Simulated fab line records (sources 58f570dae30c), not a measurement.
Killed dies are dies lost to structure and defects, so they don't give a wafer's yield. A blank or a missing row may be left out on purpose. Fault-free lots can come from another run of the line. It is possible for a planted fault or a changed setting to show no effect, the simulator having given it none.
fab line records	flow berkeley-cmos170
record: lots: 5	wafers: 23
route steps=331 shown START@3 NWELL@15 PWELL@39 WELLDRIVE@56 ACTIVE@68 PFIELD@80 NVT@105
start-h: start of the lot's first displayed wafer, in hours after the record's first day	wait-h: hours elapsed since this lot's preceding step	" same as the row above	L1.1+2: a single row standing in for several wafers	- either no value or no given start	* or withheld: withheld	< > ~ a bound
route shown NAME@n: NAME is a module with steps in the file, n the number in the route of the first one	usual: mean/standard deviation taken from wafers without a fault	same: alike in all rows	chamber/n: place in a boat	sites: each site's reading	_std_site: how widely they spread, as a standard deviation	_edge_site: mean of outer sites minus mean of inner sites	radius-mm: for every site, how far away it sits from the centre of the wafer	mask NAME#n: copy n	behind: the most recent tool/chamber to have shaped the wafer	hold: what put the lot on hold/how long, in hours/how the hold closed	device: whichever transistor did not switch (one of n, p or np)	end of line: tests run on the same wafers once the route is complete	step lacking rows: just its recipe	killed: at the first sort, the dies lost to defects and structure; wafer yield is something else	map: shows each die of a wafer: x if killed, . if not, _ if none is there
set.NAME: the setting as run; set.NAME@STEP: as run at that earlier step	model.NAME: the simulator's own value behind a step, which no gauge read
lots whose settings were changed on purpose; a table a step, a row a wafer
== steps ==
step: UCB170_START_OXIDATION_02
recipe: temp-c: 950	ambient: O2	target-thk-a: 200	ox-time-s: 1800
lot.wafer	tool	chamber	start-h	wait-h	set.temp-c	model.SiO2_of_START_OXIDATION_02.thk-nm
L074.1	-	-	-	3.9	962.3	22.94
L074.2	"	-	"	"	962.3	23.15
L074.3	"	-	"	"	962.3	22.98
L074.5	"	-	"	"	962.3	23.2
L074.6	"	-	"	"	962.3	23.18
L077.1	-	-	-	1.5	941.8	17.53
L077.2	"	-	"	"	941.8	17.42
L077.3	"	-	"	"	941.8	17.72
L077.5	"	-	"	"	941.8	17.36
L077.6	"	-	"	"	941.8	17.47
L078.2	-	-	-	4.7	950	19.63
L078.3	"	-	"	"	950	19.53
L078.4	"	-	"	"	950	19.67
L078.5	"	-	"	"	950	20.1
L078.6	"	-	"	"	950	19.98
L082.2	furnace-03	0	51.82	1.5	950	20.5
L082.4	"	0	"	"	950	20.44
L082.5	"	0	"	"	950	20.7
L085.1+4	-	-	-	3.7	967.4	24.45
L085.2	"	-	"	"	967.4	24.24
L085.3	"	-	"	"	967.4	24.21
L085.6	"	-	"	"	967.4	24.22
step: UCB170_START_THK_MEAS_03
recipe: reads: SiO2_of_START_OXIDATION_02
usual: START_OXIDE_THK: 20.1/0.37
lot.wafer	tool	chamber	start-h	wait-h	set.temp-c@START_OXIDATION_02	START_OXIDE_THK[nm]
L074.1	film-metro-03	-	-	-	962.3	22.9
L074.2	"	-	"	"	962.3	23.2
L074.3	"	-	"	"	962.3	23.0
L074.5	"	-	"	"	962.3	23.2
L074.6	"	-	"	"	962.3	23.2
L077.1	film-metro-02	-	-	-	941.8	17.5
L077.2	"	-	"	"	941.8	17.4
L077.3	"	-	"	"	941.8	17.8
L077.5	"	-	"	"	941.8	17.3
L077.6	"	-	"	"	941.8	17.5
L078.2	film-metro-02	-	-	-	950	19.6
L078.3	"	-	"	"	950	19.5
L078.4	"	-	"	"	950	19.6
L078.5	"	-	"	"	950	20.0
L078.6	"	-	"	"	950	20.0
L082.2	film-metro-01	-	53.33	0.0	950	20.5
L082.4	"	-	"	"	950	20.4
L082.5	"	-	"	"	950	20.7
L085.1	film-metro-02	-	-	-	967.4	24.4
L085.2	"	-	"	"	967.4	24.2
L085.3	"	-	"	"	967.4	24.2
L085.4	"	-	"	"	967.4	24.4
L085.6	"	-	"	"	967.4	24.2
step: UCB170_NWELL_OXIDATION_01
recipe: temp-c: 1000	ambient: O2	target-thk-a: 264	ox-time-s: 1260
lot.wafer	tool	chamber	start-h	wait-h	set.ox-time-s	model.SiO2_of_NWELL_OXIDATION_01.thk-nm
L074.1	-	-	-	4.0	1415	28.12
L074.2	"	-	"	"	1415	28.45
L074.3	"	-	"	"	1415	28.41
L074.5	"	-	"	"	1415	28
L074.6	"	-	"	"	1415	28.6
L077.1+6	-	-	-	4.5	1260	26.05
L077.2	"	-	"	"	1260	26.08
L077.3	"	-	"	"	1260	26.17
L077.5	"	-	"	"	1260	25.71
L078.2	-	-	-	0.9	1260	26.56
L078.3	"	-	"	"	1260	26.33
L078.4	"	-	"	"	1260	26.31
L078.5	"	-	"	"	1260	26.42
L078.6	"	-	"	"	1260	26.26
L082.2	furnace-02	0	59.92	1.0	1260	25.84
L082.4	"	0	"	"	1260	25.66
L082.5	"	0	"	"	1260	25.37
L085.1	-	-	-	2.9	1090	24.57
L085.2	"	-	"	"	1090	24.73
L085.3	"	-	"	"	1090	24.76
L085.4	"	-	"	"	1090	24.53
L085.6	"	-	"	"	1090	24.22
step: UCB170_NWELL_THK_MEAS_02
recipe: reads: SiO2_of_NWELL_OXIDATION_01
usual: NWELL_OXIDE_THK: 26.6/0.54
lot.wafer	tool	chamber	start-h	wait-h	set.ox-time-s@NWELL_OXIDATION_01	NWELL_OXIDE_THK[nm]
L074.1	film-metro-01	-	-	-	1415	28.1
L074.2	"	-	"	"	1415	28.4
L074.3	"	-	"	"	1415	28.4
L074.5	"	-	"	"	1415	28.0
L074.6	"	-	"	"	1415	28.6
L077.1	film-metro-01	-	-	-	1260	26.0
L077.2	"	-	"	"	1260	26.0
L077.3	"	-	"	"	1260	26.1
L077.5	"	-	"	"	1260	25.7
L077.6	"	-	"	"	1260	26.0
L078.2	film-metro-04	-	-	-	1260	26.5
L078.3	"	-	"	"	1260	26.3
L078.4	"	-	"	"	1260	26.4
L078.5	"	-	"	"	1260	26.4
L078.6	"	-	"	"	1260	26.3
L082.2	film-metro-01	-	61.28	0.0	1260	25.8
L082.4	"	-	"	"	1260	25.6
L082.5	"	-	"	"	1260	25.4
L085.1	film-metro-04	-	-	-	1090	24.6
L085.2	"	-	"	"	1090	24.7
L085.3	"	-	"	"	1090	24.7
L085.4	"	-	"	"	1090	24.5
L085.6	"	-	"	"	1090	24.3
step: UCB170_PWELL_CVD_05
recipe: material: Si3N4	target-thk-nm: 220	temp-c: 800	precursor: SiH2Cl2/NH3	time-s: 3300	pressure-mtorr: 200	sih2cl2-flow-sccm: 25	nh3-flow-sccm: 75
lot.wafer	tool	chamber	start-h	wait-h	set.time-s	model.Si3N4_of_PWELL_CVD_05.thk-nm
L074.1	-	-	-	0.0	3300	220.4
L074.2+6	"	-	"	"	3300	221.4
L074.3	"	-	"	"	3300	219.8
L074.5	"	-	"	"	3300	221.5
L077.1	-	-	-	1.2	3300	219.7
L077.2+6	"	-	"	"	3300	219.8
L077.3	"	-	"	"	3300	220.4
L077.5	"	-	"	"	3300	221.5
L078.2	-	-	-	0.0	2836	189
L078.3	"	-	"	"	2836	191.3
L078.4	"	-	"	"	2836	189.6
L078.5	"	-	"	"	2836	190.9
L078.6	"	-	"	"	2836	188.1
L082.2	lpcvd-01	1	82.56	0.0	3300	218.7
L082.4	"	1	"	"	3300	220.6
L082.5	"	1	"	"	3300	219.2
L085.1	-	-	-	0.0	3300	218.9
L085.2	"	-	"	"	3300	217
L085.3	"	-	"	"	3300	216.8
L085.4	"	-	"	"	3300	216.6
L085.6	"	-	"	"	3300	219.2
step: UCB170_PWELL_THK_MEAS_06
recipe: reads: Si3N4_of_PWELL_CVD_05
usual: PWELL_NITRIDE_THK: 219.6/1.7
lot.wafer	tool	chamber	start-h	wait-h	set.time-s@PWELL_CVD_05	PWELL_NITRIDE_THK[nm]
L074.1	film-metro-02	-	-	-	3300	220.6
L074.2	"	-	"	"	3300	221.5
L074.3	"	-	"	"	3300	219.7
L074.5	"	-	"	"	3300	221.6
L074.6	"	-	"	"	3300	221.5
L077.1	film-metro-04	-	-	-	3300	219.6
L077.2	"	-	"	"	3300	219.7
L077.3	"	-	"	"	3300	220.5
L077.5	"	-	"	"	3300	221.6
L077.6	"	-	"	"	3300	219.8
L078.2	film-metro-04	-	-	-	2836	189.1
L078.3	"	-	"	"	2836	191.3
L078.4	"	-	"	"	2836	189.6
L078.5	"	-	"	"	2836	190.8
L078.6	"	-	"	"	2836	188.2
L082.2	film-metro-04	-	84.49	0.0	3300	218.6
L082.4	"	-	"	"	3300	220.6
L082.5	"	-	"	"	3300	219.3
L085.1	film-metro-04	-	-	-	3300	219.0
L085.2	"	-	"	"	3300	216.9
L085.3	"	-	"	"	3300	216.5
L085.4	"	-	"	"	3300	216.5
L085.6	"	-	"	"	3300	219.3
step: UCB170_PWELL_ETCH_14
recipe: chemistry: CH3F/Ar/O2	target: Si3N4	stop-on: SiO2	CH3F_flow_sccm: 20	Ar_flow_sccm: 50	O2_flow_sccm: 7	pressure-mtorr: 50	rf-w: 450	target-depth-a: 2420	over-etch-frac: 0.1	time-s: 151
lot.wafer	tool	chamber	start-h	wait-h	set.rf-w	set.time-s@PWELL_CVD_05	model.etch.depth-nm
L074.1	rie-diel-03	1	55.40	0.0	450	3300	220.4
L074.2+6	"	3	"	"	450	3300	221.4
L074.3	"	0	"	"	450	3300	219.8
L074.5	"	0	"	"	450	3300	221.5
L077.1+6	rie-diel-01	3,2	64.63	0.0	468.1	3300	-
L077.2	"	2	"	"	450	3300	219.8
L077.3	"	0	"	"	450	3300	220.4
L077.5	"	1	"	"	468.1	3300	221.5
L078.2	rie-diel-03	2	70.80	0.0	485.4	2836	189
L078.3	"	0	"	"	485.4	2836	191.3
L078.4	"	2	"	"	450	2836	189.6
L078.5	"	0	"	"	450	2836	190.9
L078.6	"	3	"	"	485.4	2836	188.1
L082.2	rie-diel-03	2	85.55	0.0	450	3300	218.7
L082.4	"	0	"	"	450	3300	220.6
L082.5	"	0	"	"	450	3300	219.2
L085.1	rie-diel-04	0	105.34	0.0	450	3300	218.9
L085.2	"	3	"	"	450	3300	217
L085.3	"	1	"	"	450	3300	216.8
L085.4+6	"	2,3	"	"	450	3300	-
step: UCB170_WELLDRIVE_OXIDATION_01
recipe: temp-c: 1100	ambient: O2	target-thk-a: 1990	ox-time-s: 9000
lot.wafer	tool	chamber	start-h	wait-h	set.temp-c	model.SiO2_of_WELLDRIVE_OXIDATION_01.thk-nm
L074.1	-	-	-	2.5	1073	167.9
L074.2	"	-	"	"	1073	170.8
L074.3	"	-	"	"	1073	168.1
L074.5	"	-	"	"	1073	167.7
L074.6	"	-	"	"	1073	169.8
L077.1	-	-	-	2.2	1100	203.5
L077.2	"	-	"	"	1100	204.9
L077.3	"	-	"	"	1100	203
L077.5	"	-	"	"	1100	209.2
L077.6	"	-	"	"	1100	202.7
L078.2+5	-	-	-	2.6	1100	196.4
L078.3	"	-	"	"	1100	197.8
L078.4	"	-	"	"	1100	197.4
L078.6	"	-	"	"	1100	195
L082.2	furnace-03	0	93.01	1.8	1100	191.2
L082.4	"	0	"	"	1100	194.7
L082.5	"	0	"	"	1100	192.6
L085.1	-	-	-	1.0	1088	188.5
L085.2	"	-	"	"	1088	190.6
L085.3	"	-	"	"	1088	189.2
L085.4	"	-	"	"	1088	187.9
L085.6	"	-	"	"	1088	187.6
step: UCB170_ACTIVE_COAT_08
recipe: resist: KrF	spin-rpm: 1500	resist-thk-nm: 900
lot.wafer	tool	chamber	start-h	wait-h	set.resist-thk-nm	model.KrF_of_ACTIVE_COAT_08.thk-nm
L074.1+5	litho-track-04	0	84.30	0.1	900	898.4
L074.2	"	0	"	"	900	898.5
L074.3	"	0	"	"	924.3	922
L074.6	"	0	"	"	924.3	922.3
L077.1	litho-track-01	0	90.22	0.1	900	890.6
L077.2	"	0	"	"	900	892.6
L077.3	"	0	"	"	900	891.8
L077.5	"	0	"	"	900	894.1
L077.6	"	0	"	"	900	890.8
L078.2	litho-track-04	0	95.73	0.1	900	900.7
L078.3	"	0	"	"	939.9	939.9
L078.4	"	0	"	"	900	900.8
L078.5	"	0	"	"	939.9	942.7
L078.6	"	0	"	"	939.9	944.5
L082.2	litho-track-04	0	112.77	0.1	900	904.8
L082.4	"	0	"	"	900	905.1
L082.5	"	0	"	"	900	901.9
L085.1	litho-track-02	0	135.96	0.1	900	899.5
L085.2	"	0	"	"	900	898.6
L085.3	"	0	"	"	900	896.4
L085.4	"	0	"	"	900	897.5
L085.6	"	0	"	"	900	898.9
step: UCB170_ACTIVE_SOFTBAKE_09
recipe: resist: KrF	temp-c: 130	time-s: 60
step: UCB170_ACTIVE_EXPOSE_10
recipe: mask-id: ACTIVE	target-cd-nm: 1200	na: 0.5	sigma-outer: 0.6	source-shape: conventional	dose-mj: 20
step: UCB170_ACTIVE_ETCH_15
recipe: chemistry: CH3F/Ar/O2	target: Si3N4	stop-on: SiO2	CH3F_flow_sccm: 20	Ar_flow_sccm: 50	O2_flow_sccm: 7	pressure-mtorr: 50	rf-w: 450	target-depth-a: 2420	over-etch-frac: 0.1	time-s: 151
lot.wafer	tool	chamber	start-h	wait-h	set.resist-thk-nm@ACTIVE_COAT_08	model.KrF_of_ACTIVE_COAT_08.thk-nm
L074.1	rie-diel-01	3	85.33	0.0	900	721.7
L074.2	"	1	"	"	900	728.6
L074.3	"	0	"	"	924.3	753.9
L074.5	"	3	"	"	900	722
L074.6	"	0	"	"	924.3	753.7
L077.1	rie-diel-02	0	91.85	0.0	900	716.3
L077.2	"	1	"	"	900	713.3
L077.3	"	3	"	"	900	714
L077.5	"	2	"	"	900	721.4
L077.6	"	1	"	"	900	710.8
L078.2	rie-diel-01	3	97.16	0.0	900	720.7
L078.3	"	2	"	"	939.9	765.2
L078.4	"	1	"	"	900	730.4
L078.5	"	0	"	"	939.9	772.4
L078.6	"	3	"	"	939.9	766.5
L082.2	rie-diel-02	2	113.99	0.0	900	735.2
L082.4	"	1	"	"	900	724.3
L082.5	"	3	"	"	900	726.2
L085.1	rie-diel-02	1	137.62	0.0	900	719.9
L085.2	"	3	"	"	900	721.2
L085.3	"	2	"	"	900	725.7
L085.4	"	0	"	"	900	726.4
L085.6	"	0	"	"	900	728.6
step: UCB170_ACTIVE_STRIP_16
recipe: chemistry: O2	power-w: 400	pressure-mtorr: 3500	platen-temp-c: withheld	o2-flow-sccm: 400	overash-fraction: 0.5
usual: strip-time-to-endpoint-s: 18.08/0.12
lot.wafer	tool	chamber	start-h	wait-h	set.resist-thk-nm@ACTIVE_COAT_08	strip-time-to-endpoint-s
L074.1	plasma-asher-04	1	85.43	0.1	900	18.00
L074.2	"	0	"	"	900	18.19
L074.3	"	0	"	"	924.3	18.80
L074.5	"	0	"	"	900	18.03
L074.6	"	1	"	"	924.3	18.77
L077.1	plasma-asher-01	1	91.95	0.1	900	17.89
L077.2	"	0	"	"	900	17.80
L077.3	"	0	"	"	900	17.85
L077.5	"	1	"	"	900	18.01
L077.6	"	0	"	"	900	17.76
L078.2	plasma-asher-04	0	97.26	0.1	900	18.01
L078.3	"	1	"	"	939.9	19.06
L078.4	"	0	"	"	900	18.23
L078.5	"	0	"	"	939.9	19.23
L078.6	"	1	"	"	939.9	19.09
L082.2	plasma-asher-04	0	114.09	0.1	900	18.35
L082.4	"	1	"	"	900	18.09
L082.5	"	1	"	"	900	18.13
L085.1	plasma-asher-01	0	137.72	0.1	900	17.96
L085.2	"	1	"	"	900	18.01
L085.3	"	0	"	"	900	18.13
L085.4	"	1	"	"	900	18.15
L085.6	"	0	"	"	900	18.18
step: UCB170_PFIELD_COAT_01
recipe: resist: KrF	spin-rpm: 1500	resist-thk-nm: 900
lot.wafer	tool	chamber	start-h	wait-h	set.spin-rpm	model.KrF_of_PFIELD_COAT_01.thk-nm
L074.1	litho-track-03	0	86.83	0.1	1500	902.2
L074.2	"	0	"	"	1500	902.8
L074.3	"	0	"	"	1500	902.6
L074.5	"	0	"	"	1500	902.9
L074.6	"	0	"	"	1500	904
L077.1	litho-track-04	0	94.68	0.1	1500	901.9
L077.2	"	0	"	"	1429	922.4
L077.3	"	0	"	"	1429	924.5
L077.5	"	0	"	"	1500	904.2
L077.6	"	0	"	"	1429	923.9
L078.2	litho-track-01	0	99.18	0.1	1500	893.7
L078.3	"	0	"	"	1500	891.6
L078.4	"	0	"	"	1441	913.4
L078.5	"	0	"	"	1441	912.2
L078.6	"	0	"	"	1441	913.8
L082.2	litho-track-03	0	116.18	0.1	1500	901.4
L082.4	"	0	"	"	1500	901.5
L082.5	"	0	"	"	1500	900.1
L085.1	litho-track-01	0	138.30	0.1	1437	919.6
L085.2	"	0	"	"	1500	900.9
L085.3	"	0	"	"	1437	920.7
L085.4	"	0	"	"	1500	899.3
L085.6	"	0	"	"	1500	901.1
step: UCB170_PFIELD_IMPLANT_07
recipe: species: B	dose-cm2: 2e+13	energy-kev: 80	tilt-deg: 7
lot.wafer	tool	chamber	start-h	wait-h	set.dose-cm2
L074.1+3+6	implanter-04	0	87.56	0.0	2e+13
L074.2+5	"	0	"	"	1.905e+13
L077.1+2+6	implanter-03	0	95.53	0.0	1.869e+13
L077.3+5	"	0	"	"	2e+13
L078.2+4+5	implanter-03	0	100.34	0.0	1.938e+13
L078.3+6	"	0	"	"	2e+13
L082.2+4+5	implanter-04	0	117.24	0.0	2e+13
L085.1+2+6	implanter-03	0	139.11	0.0	2e+13
L085.3+4	"	0	"	"	2.146e+13
step: UCB170_PFIELD_STRIP_08
recipe: chemistry: O2	power-w: 400	pressure-mtorr: 3500	platen-temp-c: withheld	o2-flow-sccm: 400	overash-fraction: 0.5
usual: strip-time-to-endpoint-s: 21.62/0.08
lot.wafer	tool	chamber	start-h	wait-h	set.spin-rpm@PFIELD_COAT_01	strip-time-to-endpoint-s
L074.1	plasma-asher-04	0	87.71	0.1	1500	21.65
L074.2	"	1	"	"	1500	21.69
L074.3	"	0	"	"	1500	21.67
L074.5	"	0	"	"	1500	21.70
L074.6	"	1	"	"	1500	21.72
L077.1	plasma-asher-04	1	95.68	0.1	1500	21.68
L077.2	"	0	"	"	1429	22.16
L077.3	"	0	"	"	1429	22.20
L077.5	"	1	"	"	1500	21.73
L077.6	"	0	"	"	1429	22.20
L078.2	plasma-asher-03	1	100.47	0.1	1500	21.47
L078.3	"	1	"	"	1500	21.43
L078.4	"	0	"	"	1441	21.95
L078.5	"	0	"	"	1441	21.94
L078.6	"	1	"	"	1441	21.95
L082.2	plasma-asher-02	0	117.36	0.1	1500	21.65
L082.4	"	0	"	"	1500	21.67
L082.5	"	1	"	"	1500	21.63
L085.1	plasma-asher-04	0	139.26	0.1	1437	22.09
L085.2	"	1	"	"	1500	21.66
L085.3	"	1	"	"	1437	22.11
L085.4	"	0	"	"	1500	21.61
L085.6	"	0	"	"	1500	21.65
step: UCB170_PFIELD_TW_MEAS_09
usual: PFIELD_TW: 600/3.5
lot.wafer	tool	chamber	start-h	wait-h	set.dose-cm2@PFIELD_IMPLANT_07	PFIELD_TW
L074.1	film-metro-01	-	87.81	0.1	2e+13	600
L074.2	"	-	"	"	1.905e+13	590
L074.3	"	-	"	"	2e+13	601
L074.5	"	-	"	"	1.905e+13	591
L074.6	"	-	"	"	2e+13	599
L077.1	film-metro-04	-	95.78	0.1	1.869e+13	582
L077.2	"	-	"	"	1.869e+13	589
L077.3	"	-	"	"	2e+13	597
L077.5	"	-	"	"	2e+13	598
L077.6	"	-	"	"	1.869e+13	585
L078.2	film-metro-01	-	100.58	0.1	1.938e+13	589
L078.3	"	-	"	"	2e+13	596
L078.4	"	-	"	"	1.938e+13	594
L078.5	"	-	"	"	1.938e+13	593
L078.6	"	-	"	"	2e+13	597
L082.2	film-metro-01	-	117.47	0.1	2e+13	598
L082.4	"	-	"	"	2e+13	598
L082.5	"	-	"	"	2e+13	601
L085.1	film-metro-01	-	139.36	0.1	2e+13	600
L085.2	"	-	"	"	2e+13	602
L085.3	"	-	"	"	2.146e+13	620
L085.4	"	-	"	"	2.146e+13	616
L085.6	"	-	"	"	2e+13	602
step: UCB170_NVT_COAT_01
recipe: resist: KrF	spin-rpm: 1500	resist-thk-nm: 900
lot.wafer	tool	chamber	start-h	wait-h	set.spin-rpm	model.KrF_of_NVT_COAT_01.thk-nm
L074.1	litho-track-02	0	110.67	0.1	1465	908.9
L074.2	"	0	"	"	1500	898.1
L074.3	"	0	"	"	1500	899.7
L074.5	"	0	"	"	1465	908.2
L074.6	"	0	"	"	1500	898.8
L077.1	litho-track-01	0	116.47	0.1	1396	931.8
L077.2	"	0	"	"	1396	931.9
L077.3	"	0	"	"	1500	897.2
L077.5	"	0	"	"	1500	899.5
L077.6	"	0	"	"	1500	898.4
L078.2	litho-track-01	0	131.28	0.1	1500	898.8
L078.3	"	0	"	"	1500	894.4
L078.4	"	0	"	"	1500	897.6
L078.5	"	0	"	"	1454	910.2
L078.6	"	0	"	"	1454	912.3
L082.2	litho-track-03	0	143.43	0.1	1500	906.8
L082.4	"	0	"	"	1500	906.5
L082.5	"	0	"	"	1500	905.9
L085.1	litho-track-02	0	158.98	0.1	1500	899.6
L085.2	"	0	"	"	1559	882.6
L085.3	"	0	"	"	1559	881.7
L085.4	"	0	"	"	1500	898.4
L085.6	"	0	"	"	1559	884.9
step: UCB170_NVT_SOFTBAKE_02
recipe: resist: KrF	temp-c: 130	time-s: 60
step: UCB170_NVT_EXPOSE_03
recipe: mask-id: PWELL	target-cd-nm: 3000	na: 0.5	sigma-outer: 0.6	source-shape: conventional	dose-mj: 30
step: UCB170_NVT_IMPLANT_07
recipe: species: BF2	dose-cm2: 3e+12	energy-kev: 50	tilt-deg: 7
step: UCB170_NVT_STRIP_08
recipe: chemistry: O2	power-w: 400	pressure-mtorr: 3500	platen-temp-c: withheld	o2-flow-sccm: 400	overash-fraction: 0.5
usual: strip-time-to-endpoint-s: 21.63/0.075
lot.wafer	tool	chamber	start-h	wait-h	set.spin-rpm@NVT_COAT_01	strip-time-to-endpoint-s
L074.1	plasma-asher-03	1	112.49	0.1	1465	21.83
L074.2	"	0	"	"	1500	21.58
L074.3	"	1	"	"	1500	21.62
L074.5	"	0	"	"	1465	21.83
L074.6	"	1	"	"	1500	21.61
L077.1	plasma-asher-03	0	117.46	0.1	1396	22.39
L077.2	"	1	"	"	1396	22.37
L077.3	"	1	"	"	1500	21.55
L077.5	"	0	"	"	1500	21.60
L077.6	"	1	"	"	1500	21.59
L078.2	plasma-asher-02	0	132.39	0.1	1500	21.59
L078.3	"	1	"	"	1500	21.49
L078.4	"	0	"	"	1500	21.57
L078.5	"	0	"	"	1454	21.87
L078.6	"	1	"	"	1454	21.92
L082.2	plasma-asher-01	0	144.95	0.1	1500	21.78
L082.4	"	1	"	"	1500	21.80
L082.5	"	0	"	"	1500	21.78
L085.1	plasma-asher-02	0	159.85	0.1	1500	21.62
L085.2	"	1	"	"	1559	21.20
L085.3	"	1	"	"	1559	21.21
L085.4	"	0	"	"	1500	21.58
L085.6	"	0	"	"	1559	21.26
== key ==
split: step: UCB170_START_OXIDATION_02	setting: temp-c	stated: 950	by: lot
response: step: UCB170_START_OXIDATION_02	reading: model.SiO2_of_START_OXIDATION_02.thk-nm	change: +2.49	per: 1%	r: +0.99
response: step: UCB170_START_THK_MEAS_03	reading: START_OXIDE_THK	change: +2.49	per: 1%	r: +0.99
split: step: UCB170_NWELL_OXIDATION_01	setting: ox-time-s	stated: 1260	by: lot
response: step: UCB170_NWELL_OXIDATION_01	reading: model.SiO2_of_NWELL_OXIDATION_01.thk-nm	change: +0.145	per: 1%	r: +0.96
response: step: UCB170_NWELL_THK_MEAS_02	reading: NWELL_OXIDE_THK	change: +0.144	per: 1%	r: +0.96
split: step: UCB170_PWELL_CVD_05	setting: time-s	stated: 3300	by: lot
response: step: UCB170_PWELL_CVD_05	reading: model.Si3N4_of_PWELL_CVD_05.thk-nm	change: +2.12	per: 1%	r: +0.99
response: step: UCB170_PWELL_THK_MEAS_06	reading: PWELL_NITRIDE_THK	change: +2.12	per: 1%	r: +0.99
response: step: UCB170_PWELL_ETCH_14	reading: model.etch.depth-nm	change: +2.13	per: 1%	r: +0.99
split: step: UCB170_PWELL_ETCH_14	setting: rf-w	stated: 450	by: wafer
response none clear
split: step: UCB170_WELLDRIVE_OXIDATION_01	setting: temp-c	stated: 1100	by: lot
response: step: UCB170_WELLDRIVE_OXIDATION_01	reading: model.SiO2_of_WELLDRIVE_OXIDATION_01.thk-nm	change: +12	per: 1%	r: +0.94
split: step: UCB170_ACTIVE_COAT_08	setting: resist-thk-nm	stated: 900	by: wafer
response: step: UCB170_ACTIVE_COAT_08	reading: model.KrF_of_ACTIVE_COAT_08.thk-nm	change: +9.22	per: 1%	r: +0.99
response: step: UCB170_ACTIVE_ETCH_15	reading: model.KrF_of_ACTIVE_COAT_08.thk-nm	change: +9.96	per: 1%	r: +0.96
response: step: UCB170_ACTIVE_STRIP_16	reading: strip-time-to-endpoint-s	change: *	per: 1%	r: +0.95
split: step: UCB170_PFIELD_COAT_01	setting: spin-rpm	stated: 1500	by: wafer
response: step: UCB170_PFIELD_COAT_01	reading: model.KrF_of_PFIELD_COAT_01.thk-nm	change: -4.69	per: 1%	r: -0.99
response: step: UCB170_PFIELD_STRIP_08	reading: strip-time-to-endpoint-s	change: *	per: 1%	r: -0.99
split: step: UCB170_PFIELD_IMPLANT_07	setting: dose-cm2	stated: 2e+13	by: wafer
response: step: UCB170_PFIELD_TW_MEAS_09	reading: PFIELD_TW	change: +2.03	per: 1%	r: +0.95
split: step: UCB170_NVT_COAT_01	setting: spin-rpm	stated: 1500	by: wafer
response: step: UCB170_NVT_COAT_01	reading: model.KrF_of_NVT_COAT_01.thk-nm	change: -4.61	per: 1%	r: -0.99
response: step: UCB170_NVT_STRIP_08	reading: strip-time-to-endpoint-s	change: *	per: 1%	r: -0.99
